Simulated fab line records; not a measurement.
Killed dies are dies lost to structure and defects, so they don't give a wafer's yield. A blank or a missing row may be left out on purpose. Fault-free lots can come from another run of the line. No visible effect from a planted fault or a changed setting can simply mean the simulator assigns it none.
fab line records	flow rit_cmos
record lots=14	wafers=42	last_day=7
route steps=202 shown SILICIDE@167 CONTACT@169 M1@184
lots that met no fault: from a run of the same line without faults
start_h: hours from the record's opening day to when the first of the lot's shown wafers began	wait_h: time in hours since the lot's previous step	" as in the row above	L1.1+2: a row that stands for several wafers	- no value, or no start given	* or withheld: withheld	< > ~ a bound
route shown NAME@n: NAME is a module with steps in the file, n the number in the route of the first one	usual: average and standard deviation across the fault-free wafers	same: alike in all rows	chamber/n: place in a boat	sites: each site's reading	_std_site: standard deviation across them	_edge_site: the outer-site mean with the inner-site mean subtracted	radius_mm: for every site, how far away it sits from the centre of the wafer	mask NAME#n: copy n	behind: the last tool/chamber to shape the wafer	hold: the reason the lot was held/the length of the hold in hours/how it ended	device: the transistor (n, p or np) that didn't switch	end of line: tests run on the same wafers once the route is complete	where a step has no rows: the recipe by itself	killed: count of dies lost to structure and defects at first sort (not the wafer's yield)	map: per-die view of a wafer (x killed, . not killed, _ where there is no die)
set.NAME: the setting the step ran with; set.NAME@STEP: the setting that earlier step ran with	model.NAME: the simulator's own value behind a step, which no gauge read
steps of the route over a sample of lots; a table a step, a row a wafer
services: when a tool's chamber went out of use (start_h, in hours from the record's first day, below 0 if earlier), for how many hours, and the reason
## steps
# step RIT_SILICIDE_RTA_06
# recipe temp_c=750	time_s=9.691	idle_temp_c=25	ramp_up_s=5	ramp_down_s=10	cool_to_c=25	ambient=N2
# usual wafer_temp_C_max=753.1/1.2
lot.wafer	tool	chamber	start_h	wait_h	wafer_temp_C_max
L392.2	rtp_anneal-01	0	57.80	0.0	751.4
L392.3	"	0	"	"	752.0
L392.5	"	0	"	"	751.7
L393.1	rtp_anneal-02	0	60.45	0.0	754.8
L393.3	"	0	"	"	754.8
L393.4	"	0	"	"	754.2
L394.1	rtp_anneal-01	0	65.55	0.0	751.7
L394.3	"	0	"	"	752.2
L394.5	"	0	"	"	752.7
L396.1	rtp_anneal-01	0	75.87	0.0	751.9
L396.3	"	0	"	"	751.9
L396.6	"	0	"	"	751.9
L397.1	rtp_anneal-02	0	80.75	0.0	755.3
L397.4	"	0	"	"	754.8
L397.6	"	0	"	"	755.2
L398.1	rtp_anneal-01	0	84.82	0.0	753.0
L398.4	"	0	"	"	751.9
L398.6	"	0	"	"	751.9
L399.2	rtp_anneal-02	0	90.07	0.0	753.8
L399.3	"	0	"	"	753.6
L399.5	"	0	"	"	754.3
L401.1	rtp_anneal-02	0	100.43	0.0	753.2
L401.2	"	0	"	"	754.1
L401.3	"	0	"	"	756.0
L403.3	rtp_anneal-02	0	111.61	0.0	754.4
L403.5	"	0	"	"	754.3
L403.6	"	0	"	"	754.3
L404.3	rtp_anneal-01	0	115.91	0.0	751.9
L404.4	"	0	"	"	752.6
L404.6	"	0	"	"	751.8
L407.1	rtp_anneal-02	0	130.78	0.0	754.3
L407.5	"	0	"	"	753.5
L407.6	"	0	"	"	753.7
L409.2	rtp_anneal-02	0	141.67	0.0	754.6
L409.3	"	0	"	"	753.9
L409.4	"	0	"	"	753.3
L412.1	rtp_anneal-01	0	155.11	0.0	751.6
L412.3	"	0	"	"	751.7
L412.5	"	0	"	"	752.8
L414.1	rtp_anneal-01	0	164.67	0.0	752.2
L414.3	"	0	"	"	752.8
L414.5	"	0	"	"	752.1
# step RIT_CONTACT_THK_MEAS_01
# recipe reads=SiO2_of_CONTACT_CVD_00
# usual CONTACT_TEOS_THK=399/4.5
lot.wafer	tool	chamber	start_h	wait_h	CONTACT_TEOS_THK[nm]
L392.2	film_metro-02	-	57.97	0.0	393
L392.3	"	-	"	"	391
L392.5	"	-	"	"	401
L393.1	film_metro-03	-	60.56	0.0	396
L393.3	"	-	"	"	398
L393.4	"	-	"	"	404
L394.1	film_metro-02	-	65.67	0.0	392
L394.3	"	-	"	"	395
L394.5	"	-	"	"	397
L396.1	film_metro-02	-	75.99	0.0	396
L396.3	"	-	"	"	392
L396.6	"	-	"	"	398
L397.1	film_metro-02	-	80.86	0.0	395
L397.4	"	-	"	"	399
L397.6	"	-	"	"	398
L398.1	film_metro-02	-	84.93	0.0	393
L398.4	"	-	"	"	399
L398.6	"	-	"	"	402
L399.2	film_metro-03	-	90.21	0.1	395
L399.3	"	-	"	"	403
L399.5	"	-	"	"	402
L401.1	film_metro-02	-	100.54	0.0	398
L401.2	"	-	"	"	395
L401.3	"	-	"	"	392
L403.3	film_metro-02	-	111.76	0.0	403
L403.5	"	-	"	"	405
L403.6	"	-	"	"	406
L404.3	film_metro-01	-	116.02	0.0	399
L404.4	"	-	"	"	400
L404.6	"	-	"	"	399
L407.1	film_metro-03	-	130.90	0.0	401
L407.5	"	-	"	"	405
L407.6	"	-	"	"	399
L409.2	film_metro-03	-	141.78	0.0	392
L409.3	"	-	"	"	396
L409.4	"	-	"	"	404
L412.1	film_metro-01	-	155.23	0.0	403
L412.3	"	-	"	"	404
L412.5	"	-	"	"	406
L414.1	film_metro-02	-	164.78	0.0	394
L414.3	"	-	"	"	395
L414.5	"	-	"	"	398
# step RIT_M1_SPUTTER_00
# recipe material=Al	target_thk_nm=400	power_w=2000	chamber_pressure_pa=0.4	gas=Ar	time_s=500	substrate_temp_c=25
# usual throttle_valve_pct=30.1/0.8
lot.wafer	tool	chamber	start_h	wait_h	throttle_valve_pct
L392.2	pvd_sputter-03	-	60.15	0.0	30.2
L392.3	"	-	"	"	29.9
L392.5	"	-	"	"	30.4
L393.1	pvd_sputter-01	-	63.17	0.0	31.3
L393.3	"	-	"	"	30.2
L393.4	"	-	"	"	30.5
L394.1	pvd_sputter-04	-	68.00	0.0	28.7
L394.3	"	-	"	"	28.9
L394.5	"	-	"	"	30.5
L396.1	pvd_sputter-04	-	78.33	0.0	29.1
L396.3	"	-	"	"	30.4
L396.6	"	-	"	"	28.3
L397.1	pvd_sputter-01	-	83.17	0.0	30.6
L397.4	"	-	"	"	30.2
L397.6	"	-	"	"	30.3
L398.1	pvd_sputter-04	-	87.63	0.0	28.9
L398.4	"	-	"	"	30.5
L398.6	"	-	"	"	30.6
L399.2	pvd_sputter-01	-	92.41	0.0	31.1
L399.3	"	-	"	"	30.5
L399.5	"	-	"	"	29.9
L401.1	pvd_sputter-01	-	102.91	0.0	30.4
L401.2	"	-	"	"	30.5
L401.3	"	-	"	"	30.2
L403.3	pvd_sputter-01	-	113.96	0.0	30.4
L403.5	"	-	"	"	31.1
L403.6	"	-	"	"	30.1
L404.3	pvd_sputter-04	-	118.19	0.0	30.5
L404.4	"	-	"	"	30.4
L404.6	"	-	"	"	30.3
L407.1	pvd_sputter-01	-	133.40	0.0	30.4
L407.5	"	-	"	"	29.9
L407.6	"	-	"	"	30.4
L409.2	pvd_sputter-01	-	144.07	0.0	30.9
L409.3	"	-	"	"	30.4
L409.4	"	-	"	"	30.2
L412.1	pvd_sputter-04	-	157.43	0.0	30.4
L412.3	"	-	"	"	30.4
L412.5	"	-	"	"	29.0
L414.1	pvd_sputter-04	-	166.97	0.0	28.5
L414.3	"	-	"	"	28.8
L414.5	"	-	"	"	28.5
# step RIT_M1_RS_MEAS_01
# recipe thk_meas_gauge=four-point-probe	reads=Al_of_M1_SPUTTER_00
# usual M1_AL_RS=0.0737/0.00078
lot.wafer	tool	chamber	start_h	wait_h	M1_AL_RS[ohm/sq]
L392.2	film_metro-04	-	60.46	0.2	0.0727
L392.3	"	-	"	"	0.0717
L392.5	"	-	"	"	0.0727
L393.1	film_metro-02	-	63.47	0.1	0.0757
L393.3	"	-	"	"	0.0754
L393.4	"	-	"	"	0.0755
L394.1	film_metro-04	-	68.29	0.1	0.0731
L394.3	"	-	"	"	0.0730
L394.5	"	-	"	"	0.0729
L396.1	film_metro-02	-	78.63	0.1	0.0729
L396.3	"	-	"	"	0.0726
L396.6	"	-	"	"	0.0731
L397.1	film_metro-03	-	83.47	0.1	0.0739
L397.4	"	-	"	"	0.0739
L397.6	"	-	"	"	0.0742
L398.1	film_metro-03	-	87.92	0.1	0.0729
L398.4	"	-	"	"	0.0730
L398.6	"	-	"	"	0.0728
L399.2	film_metro-04	-	92.72	0.2	0.0735
L399.3	"	-	"	"	0.0736
L399.5	"	-	"	"	0.0735
L401.1	film_metro-04	-	103.20	0.1	0.0741
L401.2	"	-	"	"	0.0742
L401.3	"	-	"	"	0.0744
L403.3	film_metro-02	-	114.29	0.2	0.0739
L403.5	"	-	"	"	0.0732
L403.6	"	-	"	"	0.0739
L404.3	film_metro-03	-	118.53	0.2	0.0750
L404.4	"	-	"	"	0.0747
L404.6	"	-	"	"	0.0750
L407.1	film_metro-03	-	133.70	0.1	0.0909
L407.5	"	-	"	"	0.0914
L407.6	"	-	"	"	0.0912
L409.2	film_metro-02	-	144.38	0.2	0.0896
L409.3	"	-	"	"	0.0908
L409.4	"	-	"	"	0.0904
L412.1	film_metro-03	-	157.73	0.1	0.0738
L412.3	"	-	"	"	0.0737
L412.5	"	-	"	"	0.0735
L414.1	film_metro-04	-	167.26	0.1	0.0743
L414.3	"	-	"	"	0.0749
L414.5	"	-	"	"	0.0749
# step RIT_M1_THK_MEAS_02
# recipe thk_meas_gauge=xrf	reads=Al_of_M1_SPUTTER_00
# usual M1_AL_THK=394/5
lot.wafer	tool	chamber	start_h	wait_h	M1_AL_THK[nm]
L392.2	film_metro-04	-	60.57	0.1	399
L392.3	"	-	"	"	406
L392.5	"	-	"	"	401
L393.1	film_metro-02	-	63.59	0.1	381
L393.3	"	-	"	"	382
L393.4	"	-	"	"	382
L394.1	film_metro-04	-	68.41	0.1	400
L394.3	"	-	"	"	401
L394.5	"	-	"	"	399
L396.1	film_metro-02	-	78.75	0.1	397
L396.3	"	-	"	"	396
L396.6	"	-	"	"	395
L397.1	film_metro-03	-	83.59	0.1	395
L397.4	"	-	"	"	395
L397.6	"	-	"	"	391
L398.1	film_metro-03	-	88.04	0.1	399
L398.4	"	-	"	"	400
L398.6	"	-	"	"	402
L399.2	film_metro-04	-	92.83	0.1	397
L399.3	"	-	"	"	396
L399.5	"	-	"	"	397
L401.1	film_metro-04	-	103.32	0.1	391
L401.2	"	-	"	"	392
L401.3	"	-	"	"	392
L403.3	film_metro-02	-	114.39	0.1	389
L403.5	"	-	"	"	394
L403.6	"	-	"	"	389
L404.3	film_metro-03	-	118.63	0.1	390
L404.4	"	-	"	"	392
L404.6	"	-	"	"	388
L407.1	film_metro-03	-	133.82	0.1	336
L407.5	"	-	"	"	333
L407.6	"	-	"	"	334
L409.2	film_metro-02	-	144.49	0.1	334
L409.3	"	-	"	"	330
L409.4	"	-	"	"	333
L412.1	film_metro-03	-	157.85	0.1	395
L412.3	"	-	"	"	394
L412.5	"	-	"	"	396
L414.1	film_metro-04	-	167.38	0.1	392
L414.3	"	-	"	"	386
L414.5	"	-	"	"	388
# step RIT_M1_METAL_ETCH_12
# recipe stop_on=SiO2	chemistry=Cl2/BCl3	target=Al	time_s=165	over_etch_frac=0.5	pressure_mtorr=100	target_depth_a=6000	rf_w=250	Cl2_flow_sccm=60	bcl3_flow_sccm=50
# usual drypump_motor_current_A=5.5/0.54	oes_product_au=0.777/0.011	throttle_valve_pct=8.27/0.046
lot.wafer	tool	chamber	start_h	wait_h	drypump_motor_current_A	oes_product_au	rf_hours_counter_h	throttle_valve_pct
L392.2	rie_metal-03	0	61.91	0.2	5.1	0.777	38	8.34
L392.3	"	0	"	"	5.1	0.782	-	8.34
L392.5	"	1	"	"	5.9	0.786	-	8.20
L393.1	rie_metal-02	0	65.09	0.2	4.8	0.765	4	8.29
L393.3	"	1	"	"	5.7	0.765	-	8.29
L393.4	"	0	"	"	4.8	0.764	-	8.29
L394.1	rie_metal-04	0	69.76	0.2	5.2	0.771	2	8.26
L394.3	"	0	"	"	5.2	0.780	-	8.26
L394.5	"	1	"	"	6.4	0.796	-	8.24
L396.1	rie_metal-02	1	80.09	0.2	5.7	0.778	4	8.29
L396.3	"	0	"	"	4.8	0.783	-	8.31
L396.6	"	0	"	"	4.8	0.770	-	8.31
L397.1	rie_metal-04	0	86.47	0.2	5.2	0.769	3	8.25
L397.4	"	1	"	"	6.4	0.795	-	8.23
L397.6	"	0	"	"	5.2	0.761	-	8.25
L398.1	rie_metal-03	1	89.39	0.2	5.9	0.792	34	8.18
L398.4	"	0	"	"	5.1	0.776	-	8.32
L398.6	"	1	"	"	5.9	0.785	-	8.17
L399.2	rie_metal-02	1	94.22	0.2	5.7	0.776	-	8.31
L399.3	"	1	"	"	5.7	0.775	-	8.27
L399.5	"	1	"	"	5.7	0.774	-	8.28
L401.1	rie_metal-03	0	104.79	0.2	5.1	0.766	38	8.33
L401.2	"	1	"	"	5.9	0.776	35	8.19
L401.3	"	0	"	"	5.1	0.771	-	8.33
L403.3	rie_metal-04	0	115.90	0.2	5.2	0.768	-	8.26
L403.5	"	1	"	"	6.4	0.794	-	8.24
L403.6	"	0	"	"	5.3	0.762	-	8.27
L404.3	rie_metal-03	1	120.13	0.2	5.9	0.791	-	8.18
L404.4	"	0	"	"	5.0	0.765	-	8.31
L404.6	"	0	"	"	5.1	0.760	-	8.32
L407.1	rie_metal-03	1	135.36	0.2	5.9	0.719	35	8.19
L407.5	"	0	"	"	5.1	0.703	-	8.33
L407.6	"	1	"	"	5.9	0.720	-	8.20
L409.2	rie_metal-04	1	145.83	0.2	6.4	0.734	3	8.25
L409.3	"	0	"	"	5.3	0.703	-	8.28
L409.4	"	1	"	"	6.4	0.722	-	8.25
L412.1	rie_metal-03	0	159.42	0.2	5.1	0.762	0	8.32
L412.3	"	0	"	"	5.1	0.765	-	8.33
L412.5	"	1	"	"	5.9	0.792	-	8.17
L414.1	rie_metal-03	0	168.73	0.2	5.1	0.766	0	8.32
L414.3	"	0	"	"	5.1	0.756	-	8.33
L414.5	"	0	"	"	5.1	0.752	-	8.32
# step RIT_M1_STRIP_14
# recipe chemistry=O2	time_s=172.1	platen_temp_c=withheld	power_w=500	pressure_mtorr=4000	o2_flow_sccm=4000
# usual drypump_motor_current_A=5.8/0.38	o2_flow_sccm=4002/12
lot.wafer	tool	chamber	start_h	wait_h	drypump_motor_current_A	o2_flow_sccm	rf_hours_counter_h
L392.2	plasma_asher-02	0	62.26	0.0	5.9	3991	29
L392.3	"	1	"	"	5.8	4005	-
L392.5	"	1	"	"	5.8	4005	-
L393.1	plasma_asher-01	1	65.42	0.0	6.3	4010	40
L393.3	"	1	"	"	6.3	4011	-
L393.4	"	0	"	"	5.6	3997	-
L394.1	plasma_asher-01	1	70.11	0.0	6.3	3988	41
L394.3	"	1	"	"	6.3	4005	-
L394.5	"	0	"	"	5.6	3999	-
L396.1	plasma_asher-01	0	80.48	0.0	5.6	4001	42
L396.3	"	1	"	"	6.3	3996	-
L396.6	"	1	"	"	6.3	4024	-
L397.1	plasma_asher-02	1	86.86	0.0	5.8	3993	31
L397.4	"	0	"	"	6.0	3988	-
L397.6	"	1	"	"	5.8	4001	-
L398.1	plasma_asher-02	1	89.74	0.0	5.8	3995	32
L398.4	"	1	"	"	5.8	4000	-
L398.6	"	1	"	"	5.8	4004	-
L399.2	plasma_asher-02	1	94.68	0.0	5.7	4028	32
L399.3	"	1	"	"	5.8	4001	-
L399.5	"	0	"	"	5.9	3994	-
L401.1	plasma_asher-01	1	105.15	0.0	6.3	4013	44
L401.2	"	0	"	"	5.6	3996	44
L401.3	"	1	"	"	6.3	4032	-
L403.3	plasma_asher-02	0	116.25	0.1	5.9	3997	-
L403.5	"	1	"	"	5.8	4000	-
L403.6	"	0	"	"	6.0	3992	-
L404.3	plasma_asher-01	1	120.51	0.1	6.3	4000	-
L404.4	"	0	"	"	5.6	4024	-
L404.6	"	1	"	"	6.3	3977	-
L407.1	plasma_asher-01	0	135.70	0.0	5.6	4015	48
L407.5	"	0	"	"	5.6	4000	-
L407.6	"	1	"	"	6.3	4005	-
L409.2	plasma_asher-02	0	146.17	0.0	6.0	4018	38
L409.3	"	0	"	"	5.9	4004	-
L409.4	"	1	"	"	5.8	3988	-
L412.1	plasma_asher-02	0	159.79	0.0	5.9	3991	39
L412.3	"	1	"	"	5.8	3995	-
L412.5	"	0	"	"	6.0	3991	-
L414.1	plasma_asher-01	0	169.08	0.0	5.6	3997	52
L414.3	"	1	"	"	6.3	4018	-
L414.5	"	0	"	"	5.6	3991	-
# step RIT_M1_PROBE_99
# usual killed_at_M0_to_M3=0.0/0.18	killed_at_contacts=0.1/0.27	killed_at_front_end=6.6/3	killed_dies=7/3	killed_open=3.3/2	killed_short=3.4/2
# same gross_dies=264	killed_at_M4_up=0	killed_at_back_side=0	killed_at_other=0
lot.wafer	tool	chamber	start_h	wait_h	killed_at_M0_to_M3	killed_at_contacts	killed_at_front_end	killed_dies	killed_open	killed_short
L392.2	prober-01	-	64.23	0.1	0	0	3	3	2	1
L392.3	prober-01	-	64.28	0.2	0	0	5	5	4	1
L392.5	prober-01	-	64.38	0.2	0	0	6	6	4	2
L393.1	prober-01	-	67.62	0.1	0	0	9	9	1	8
L393.3	prober-01	-	67.72	0.2	0	0	6	6	4	1
L393.4	prober-01	-	67.77	0.2	0	0	13	13	3	7
L394.1	prober-01	-	72.61	0.1	0	1	2	3	1	2
L394.3	prober-01	-	72.71	0.2	0	0	15	15	4	11
L394.5	prober-01	-	72.81	0.2	0	0	1	1	1	0
L396.1	prober-01	-	82.40	0.1	0	0	7	7	5	2
L396.3	prober-01	-	82.50	0.2	0	0	14	14	8	6
L396.6	prober-01	-	82.65	0.2	0	1	5	6	3	3
L397.1	prober-01	-	88.78	0.1	0	0	3	3	1	2
L397.4	prober-01	-	88.93	0.2	0	0	5	5	2	3
L397.6	prober-01	-	89.03	0.2	0	0	1	1	0	1
L398.1	prober-02	-	91.66	0.1	0	0	6	6	3	3
L398.4	prober-02	-	91.81	0.2	0	0	3	3	1	2
L398.6	prober-02	-	91.91	0.2	0	0	6	6	3	3
L399.2	prober-01	-	96.65	0.1	0	0	7	7	2	5
L399.3	prober-01	-	96.70	0.2	0	1	6	7	4	3
L399.5	prober-01	-	96.80	0.2	0	0	3	3	2	1
L401.1	prober-01	-	107.06	0.1	0	0	8	8	2	6
L401.2	prober-01	-	107.11	0.1	0	0	6	6	3	3
L401.3	prober-01	-	107.16	0.2	0	0	4	4	1	3
L403.3	prober-02	-	118.94	0.2	0	0	5	5	1	4
L403.5	prober-02	-	119.04	0.2	0	0	5	5	3	2
L403.6	prober-02	-	119.09	0.2	0	0	10	10	5	5
L404.3	prober-01	-	122.46	0.2	0	0	8	8	4	4
L404.4	prober-01	-	122.51	0.2	0	0	5	5	2	3
L404.6	prober-01	-	122.61	0.2	0	0	5	5	5	0
L407.1	prober-02	-	137.61	0.1	0	0	5	5	2	3
L407.5	prober-02	-	137.81	0.2	0	0	5	5	2	3
L407.6	prober-02	-	137.86	0.2	0	1	10	11	5	6
L409.2	prober-02	-	148.13	0.1	0	0	10	10	2	8
L409.3	prober-02	-	148.18	0.2	0	0	8	8	5	3
L409.4	prober-02	-	148.23	0.2	0	0	10	10	2	8
L412.1	prober-02	-	161.71	0.1	0	0	5	5	3	2
L412.3	prober-02	-	161.81	0.2	0	0	8	8	6	2
L412.5	prober-02	-	161.91	0.2	0	0	8	8	5	3
L414.1	prober-02	-	171.00	0.1	1	1	11	13	8	5
L414.3	prober-02	-	171.10	0.2	0	0	5	5	3	2
L414.5	prober-02	-	171.20	0.2	0	1	9	10	6	4
# killed by level:class
L392.2 GATE:geometric_particle:open=1 REOX:geometric_particle:open=1 SILICIDE:geometric_particle:short=1
L392.3 FOX2:geometric_particle:open=1 GATE:geometric_particle:open=1 REOX:geometric_particle:open=1 SILICIDE:geometric_particle:short=1 SILICIDE:geometric_particle:open=1
L392.5 FOX1:geometric_particle:open=2 FOX1:geometric_particle:short=2 REOX:geometric_particle:open=1 SPACER:geometric_particle:open=1
L393.1 FOX1:geometric_particle:short=3 GATE:geometric_particle:short=2 FOX2:geometric_particle:short=1 FOX2:geometric_particle:open=1 SPACER:geometric_particle:short=1 SILICIDE:geometric_particle:short=1
L393.3 FOX1:geometric_particle:open=1 GATE:geometric_particle:open=1 FOX2:geometric_particle:short=1 SPACER:geometric_particle:open=1 SILICIDE:geometric_particle:open=1 NSD:coat_microbubble_printed=1
L393.4 NSD:coat_microbubble_printed=3 FOX1:geometric_particle:short=2 REOX:geometric_particle:short=2 SPACER:geometric_particle:short=2 FOX1:geometric_particle:open=1 GATE:geometric_particle:short=1 REOX:geometric_particle:open=1 SPACER:geometric_particle:open=1
L394.1 GATE:geometric_particle:open=1 GATE:geometric_particle:short=1 CONTACT:geometric_particle:short=1
L394.3 SILICIDE:geometric_particle:short=4 SPACER:geometric_particle:short=3 FOX1:geometric_particle:short=2 GATE:geometric_particle:short=2 SILICIDE:geometric_particle:open=2 GATE:geometric_particle:open=1 SPACER:geometric_particle:open=1
L394.5 SPACER:geometric_particle:open=1
L396.1 FOX1:geometric_particle:short=1 FOX1:geometric_particle:open=1 GATE:geometric_particle:short=1 GATE:geometric_particle:open=1 REOX:geometric_particle:open=1 SPACER:geometric_particle:open=1 SILICIDE:geometric_particle:open=1
L396.3 GATE:geometric_particle:short=3 GATE:geometric_particle:open=2 REOX:geometric_particle:open=2 ACTIVE:geometric_particle:open=1 FOX1:geometric_particle:short=1 FOX1:geometric_particle:open=1 REOX:geometric_particle:short=1 SPACER:geometric_particle:short=1
L396.6 GATE:geometric_particle:short=2 SILICIDE:geometric_particle:open=2 GATE:geometric_particle:open=1 CONTACT:geometric_particle:short=1
L397.1 GATE:geometric_particle:open=1 REOX:geometric_particle:short=1 SILICIDE:geometric_particle:short=1
L397.4 GATE:geometric_particle:short=3 GATE:geometric_particle:open=1 REOX:geometric_particle:open=1
L397.6 GATE:geometric_particle:short=1
L398.1 GATE:geometric_particle:open=2 REOX:geometric_particle:short=2 FOX2:geometric_particle:open=1 SPACER:geometric_particle:short=1
L398.4 FOX2:geometric_particle:short=1 GATE:geometric_particle:short=1 SILICIDE:geometric_particle:open=1
L398.6 GATE:geometric_particle:short=3 FOX2:geometric_particle:open=1 GATE:geometric_particle:open=1 REOX:geometric_particle:open=1
L399.2 GATE:geometric_particle:short=3 GATE:geometric_particle:open=1 SPACER:geometric_particle:short=1 SPACER:geometric_particle:open=1 SILICIDE:geometric_particle:short=1
L399.3 SPACER:geometric_particle:open=2 FOX1:geometric_particle:short=1 CONTACT:geometric_particle:open=1 REOX:geometric_particle:short=1 SILICIDE:geometric_particle:short=1 SILICIDE:geometric_particle:open=1
L399.5 FOX2:geometric_particle:open=1 GATE:geometric_particle:open=1 SILICIDE:geometric_particle:short=1
L401.1 SPACER:geometric_particle:short=3 SILICIDE:geometric_particle:short=2 FOX1:geometric_particle:open=1 GATE:geometric_particle:open=1 GATE:geometric_particle:short=1
L401.2 REOX:geometric_particle:open=2 REOX:geometric_particle:short=1 SPACER:geometric_particle:open=1 SPACER:geometric_particle:short=1 SILICIDE:geometric_particle:short=1
L401.3 FOX1:geometric_particle:short=1 FOX1:geometric_particle:open=1 GATE:geometric_particle:short=1 SILICIDE:geometric_particle:short=1
L403.3 ACTIVE:geometric_particle:short=1 FOX1:geometric_particle:short=1 GATE:geometric_particle:short=1 SILICIDE:geometric_particle:open=1 SILICIDE:geometric_particle:short=1
L403.5 FOX1:geometric_particle:short=1 FOX2:geometric_particle:open=1 GATE:geometric_particle:open=1 SPACER:geometric_particle:open=1 SILICIDE:geometric_particle:short=1
L403.6 FOX1:geometric_particle:open=2 GATE:geometric_particle:short=2 FOX1:geometric_particle:short=1 FOX2:geometric_particle:open=1 GATE:geometric_particle:open=1 SPACER:geometric_particle:open=1 SPACER:geometric_particle:short=1 SILICIDE:geometric_particle:short=1
L404.3 GATE:geometric_particle:short=3 FOX2:geometric_particle:open=1 GATE:geometric_particle:open=1 REOX:geometric_particle:open=1 SPACER:geometric_particle:open=1 SILICIDE:geometric_particle:short=1
L404.4 SILICIDE:geometric_particle:short=2 FOX2:geometric_particle:open=1 GATE:geometric_particle:short=1 SPACER:geometric_particle:open=1
L404.6 FOX2:geometric_particle:open=1 GATE:geometric_particle:open=1 REOX:geometric_particle:open=1 SPACER:geometric_particle:open=1 SILICIDE:geometric_particle:open=1
L407.1 FOX1:geometric_particle:short=1 GATE:geometric_particle:short=1 SPACER:geometric_particle:open=1 SILICIDE:geometric_particle:short=1 SILICIDE:geometric_particle:open=1
L407.5 FOX1:geometric_particle:short=1 GATE:geometric_particle:short=1 REOX:geometric_particle:short=1 SPACER:geometric_particle:open=1 SILICIDE:geometric_particle:open=1
L407.6 REOX:geometric_particle:short=3 FOX1:geometric_particle:open=2 FOX1:geometric_particle:short=1 GATE:geometric_particle:open=1 GATE:geometric_particle:short=1 REOX:geometric_particle:open=1 SILICIDE:geometric_particle:short=1 CONTACT:geometric_particle:open=1
L409.2 SILICIDE:geometric_particle:short=3 SPACER:geometric_particle:short=2 FOX1:geometric_particle:short=1 FOX2:geometric_particle:short=1 FOX2:geometric_particle:open=1 GATE:geometric_particle:open=1 GATE:geometric_particle:short=1
L409.3 FOX2:geometric_particle:open=2 GATE:geometric_particle:short=2 FOX2:geometric_particle:short=1 GATE:geometric_particle:open=1 REOX:geometric_particle:open=1 SILICIDE:geometric_particle:open=1
L409.4 FOX1:geometric_particle:open=2 FOX2:geometric_particle:short=2 GATE:geometric_particle:short=2 SILICIDE:geometric_particle:short=2 SPACER:geometric_particle:short=1 REOX:geometric_particle:short=1
L412.1 FOX1:geometric_particle:short=1 GATE:geometric_particle:open=1 GATE:geometric_particle:short=1 REOX:geometric_particle:open=1 SILICIDE:geometric_particle:open=1
L412.3 SPACER:geometric_particle:open=3 GATE:geometric_particle:open=2 GATE:geometric_particle:short=1 REOX:geometric_particle:open=1 REOX:geometric_particle:short=1
L412.5 FOX1:geometric_particle:open=1 FOX1:geometric_particle:short=1 FOX2:geometric_particle:open=1 GATE:geometric_particle:open=1 REOX:geometric_particle:open=1 REOX:geometric_particle:short=1 SPACER:geometric_particle:open=1 SILICIDE:geometric_particle:short=1
L414.1 SPACER:geometric_particle:open=3 GATE:geometric_particle:short=2 REOX:geometric_particle:open=2 GATE:geometric_particle:open=1 REOX:geometric_particle:short=1 SPACER:geometric_particle:short=1 CONTACT:geometric_particle:open=1 SILICIDE:geometric_particle:short=1
L414.3 SPACER:geometric_particle:short=2 SILICIDE:geometric_particle:open=2 GATE:geometric_particle:open=1
L414.5 GATE:geometric_particle:short=3 SPACER:geometric_particle:open=3 REOX:geometric_particle:open=1 SILICIDE:geometric_particle:open=1 SILICIDE:geometric_particle:short=1 CONTACT:geometric_particle:open=1
## services
tool	chamber	start_h	hours	kind
rie_metal-02	0	92.16	5.9	repair
rie_metal-03	-	136.12	20.0	pm
rie_metal-03	0	136.12	20.0	vent_cycle
rie_metal-03	1	136.12	20.0	vent_cycle
pvd_sputter-04	-	139.98	4.9	repair
rie_metal-03	0	156.12	-	clean
rie_metal-03	1	156.12	-	clean
pvd_sputter-03	-	161.65	2.2	repair
## key
first_sign step=RIT_M1_RS_MEAS_01	reading=M1_AL_RS	direction=up	sigmas=22	usual=0.0737	struck=0.0907
effect step=RIT_M1_THK_MEAS_02	reading=M1_AL_THK	direction=down	sigmas=12	usual=394	struck=334
effect step=RIT_M1_METAL_ETCH_12	reading=oes_product_au	direction=down	sigmas=5.7	usual=0.777	struck=0.717
met_at RIT_M1_SPUTTER_00
struck_lots L407,L409
tester_left_out L409
not_acting_at RIT_SILICIDE_RTA_06,RIT_CONTACT_THK_MEAS_01,RIT_M1_STRIP_14
onset_between 113.96 133.40
earlier_fault kind=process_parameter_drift	tool=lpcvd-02	chamber=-	onset_h=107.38	steps=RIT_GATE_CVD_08	channel=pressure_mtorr	offset=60	shape=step	end_h=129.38	acts_in=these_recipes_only	stated=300
fault kind=site_profile_drift	tool=pvd_sputter-01	chamber=-	onset_h=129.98	steps=RIT_M1_SPUTTER_00	basis=fraction	max_abs_drift=0.33711	slope_share_per_hr=74.914	site_pattern=0,0,0,0,0,-1,-1,-1,-1
# tester_left_out: of these lots the tester's yield and bins aren't shown, on N5 and GAA mostly nor the transistor test; their killed dies are dies lost to structure and defects alone, not to doping, threshold or leakage, so they don't give the yield
